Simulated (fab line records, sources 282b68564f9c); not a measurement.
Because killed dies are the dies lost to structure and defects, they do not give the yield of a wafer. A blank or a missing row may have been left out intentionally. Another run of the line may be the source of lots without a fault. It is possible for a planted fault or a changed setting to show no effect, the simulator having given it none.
Struck lot and sound lot, side by side + flow rit-cmos + 43 out of 202 route steps
Sound: wafers L534.4, L534.5, L534.6. The struck wafers were L543.2, L543.3, L543.5. The cause is given at the end.
Each step with rows lists, per side, the tool, then ch with its chambers, then its first start. Under that, the readings that differ: sound wafers + struck wafers + difference of the means + sigmas: that difference in standard deviations of wafers without a fault.
alike: a reading whose means differ by less than 2 such deviations, as well as words and numbers matching on both sides. not compared: withheld readings; readings where some wafer has no value; bounds like >300 that might hide an equal value; numbers whose values overlap and for which the record gives no deviation.
The two part at a step that has a row with sigmas, a row that says differs or no value, or rows on one side only. When numbers do not overlap yet have no deviation, they are printed without sigmas and do not part them. A reading missing from all wafers of one side parts the sides only when that side holds two or more wafers.

first, 2 steps without rows for these wafers: RIT_PLDD_PEB_04; RIT_PLDD_DEVELOP_05 (develop time 50 s).
RIT_PLDD_OVL_MEAS_06:
  struck on overlay-02, day 6 16:56; sound on overlay-01, day 4 23:55
  alike: PLDD_OVL
then, 2 steps without rows for these wafers: RIT_PLDD_HARDBAKE_07 (time 60 s); RIT_PLDD_IMPLANT_08.
RIT_PLDD_STRIP_09: strips in O2, time 180 s.
  sound on plasma-asher-04 ch 0,1, day 5 00:17; struck on plasma-asher-01 ch 0,1, day 6 17:22
  alike: drypump-motor-current-A
  not compared: rf-hours-counter-h
RIT_PLDD_TW_MEAS_10:
  struck on film-metro-04, day 6 17:33; sound on film-metro-02, day 5 00:26
  alike: PLDD_TW
then, 4 steps without rows for these wafers: RIT_SPACER_CLEAN_00 (cleans in SC1, time 600 s); RIT_SPACER_CLEAN_01 (cleans in dHF, time 30 s); RIT_SPACER_CLEAN_02 (cleans in SC2, time 600 s); RIT_SPACER_CVD_03 (deposits Si3N4 from SiH2Cl2/NH3, target thk 250 nm, time 3300 s).
RIT_SPACER_THK_MEAS_04:
  struck on film-metro-01, day 6 19:53; sound on film-metro-01, day 5 02:46
  alike: SPACER_NITRIDE_THK
RIT_SPACER_ETCHBACK_05: etches Si3N4 in SF6/CHF3, stops on SiO2, target depth 250 nm, time 240 s.
  sound on rie-diel-02 ch 0,1, day 5 02:48; struck on rie-diel-03 ch 0,3, day 6 19:56
  alike: drypump-motor-current-A, oes-product-au, throttle-valve-pct
  not compared: rf-hours-counter-h
then, 6 steps without rows for these wafers: RIT_NSD_HMDS_00 (prime time 60 s); RIT_NSD_COAT_01 (resist thk 1000 nm); RIT_NSD_SOFTBAKE_02 (time 60 s); RIT_NSD_EXPOSE_03 (exposes mask M9, target cd 40700 nm); RIT_NSD_PEB_04; RIT_NSD_DEVELOP_05 (develop time 50 s).
RIT_NSD_OVL_MEAS_06:
  struck on overlay-02, day 6 21:04; sound on overlay-02, day 5 03:53
  alike: NSD_OVL
then, 2 steps without rows for these wafers: RIT_NSD_HARDBAKE_07 (time 60 s); RIT_NSD_IMPLANT_08.
RIT_NSD_STRIP_09: strips in O2, time 180 s.
  sound on plasma-asher-02 ch 0,1, day 5 04:15; struck on plasma-asher-02 ch 0,1, day 6 21:24
  alike: drypump-motor-current-A
  not compared: rf-hours-counter-h
RIT_NSD_TW_MEAS_10:
  struck on film-metro-02, day 6 21:35; sound on film-metro-02, day 5 04:24
  alike: NSD_TW
then, 6 steps without rows for these wafers: RIT_PSD_HMDS_00 (prime time 60 s); RIT_PSD_COAT_01 (resist thk 1000 nm); RIT_PSD_SOFTBAKE_02 (time 60 s); RIT_PSD_EXPOSE_03 (exposes mask M10, target cd 40900 nm); RIT_PSD_PEB_04; RIT_PSD_DEVELOP_05 (develop time 50 s).
RIT_PSD_OVL_MEAS_06:
  struck on overlay-01, day 6 22:40; sound on overlay-01, day 5 05:27
  alike: PSD_OVL
then, 2 steps without rows for these wafers: RIT_PSD_HARDBAKE_07 (time 60 s); RIT_PSD_IMPLANT_08.
RIT_PSD_STRIP_09: strips in O2, time 180 s.
  sound on plasma-asher-04 ch 0,1, day 5 05:52; struck on plasma-asher-01 ch 0,1, day 6 23:14
| reading                     | sound       | struck      | difference | sigmas |
|-----------------------------|-------------|-------------|------------|--------|
| drypump-motor-current-A (A) | 6.9 6.9 5.8 | 5.1 5.8 5.1 | -1.2       | -2     |
  not compared: rf-hours-counter-h
RIT_PSD_TW_MEAS_10:
  struck on film-metro-04, day 6 23:25; sound on film-metro-04, day 5 06:00
  alike: PSD_TW
then, 3 steps without rows for these wafers: RIT_SDANNEAL_CLEAN_00 (cleans in SC1, time 600 s); RIT_SDANNEAL_CLEAN_01 (cleans in dHF, time 30 s); RIT_SDANNEAL_CLEAN_02 (cleans in SC2, time 600 s).
RIT_SDANNEAL_RTA_03: time 5 s.
  sound on rtp-anneal-02 ch 0, day 5 06:26; struck on rtp-anneal-01 ch 0, day 6 23:53
  alike: ramp-up-c-per-s, wafer_temp_C_max
RIT_SDANNEAL_RS_MEAS_04: measures by four-point-probe.
  struck on film-metro-04, day 6 23:57; sound on film-metro-04, day 5 06:31
  alike: PSD_RS
RIT_SDANNEAL_RS_MEAS_05: measures by four-point-probe.
  struck on film-metro-04, day 7 00:04; sound on film-metro-04, day 5 06:38
  alike: NSD_RS
RIT_SDANNEAL_RS_MEAS_06: measures by four-point-probe.
  struck on film-metro-04, day 7 00:11; sound on film-metro-04, day 5 06:46
  alike: PLDD_RS
RIT_M1_PROBE_99:
  struck on prober-02, day 7 07:37; sound on prober-01, day 5 14:14
| reading             | sound  | struck                                                                     | difference                   | sigmas |
|---------------------|--------|----------------------------------------------------------------------------|------------------------------|--------|
| hold                | - - -  | await-dispo/4.2h/release await-dispo/4.2h/release await-dispo/4.2h/release | no value on the sound wafers |        |
| killed-at-contacts  | 0 0 1  | 0 0 0                                                                      | +0                           | -2     |
| killed-at-front-end | 7 10 3 | 46 38 36                                                                   | +33                          | +12    |
| killed-dies         | 7 10 4 | 46 38 36                                                                   | +33                          | +12    |
  alike: killed-open, killed-short

== WHERE THEY PART ==
Earliest at RIT_PSD_STRIP_09; latest, in this record, at RIT_M1_PROBE_99.

WHY: whatever the simulator had introduced
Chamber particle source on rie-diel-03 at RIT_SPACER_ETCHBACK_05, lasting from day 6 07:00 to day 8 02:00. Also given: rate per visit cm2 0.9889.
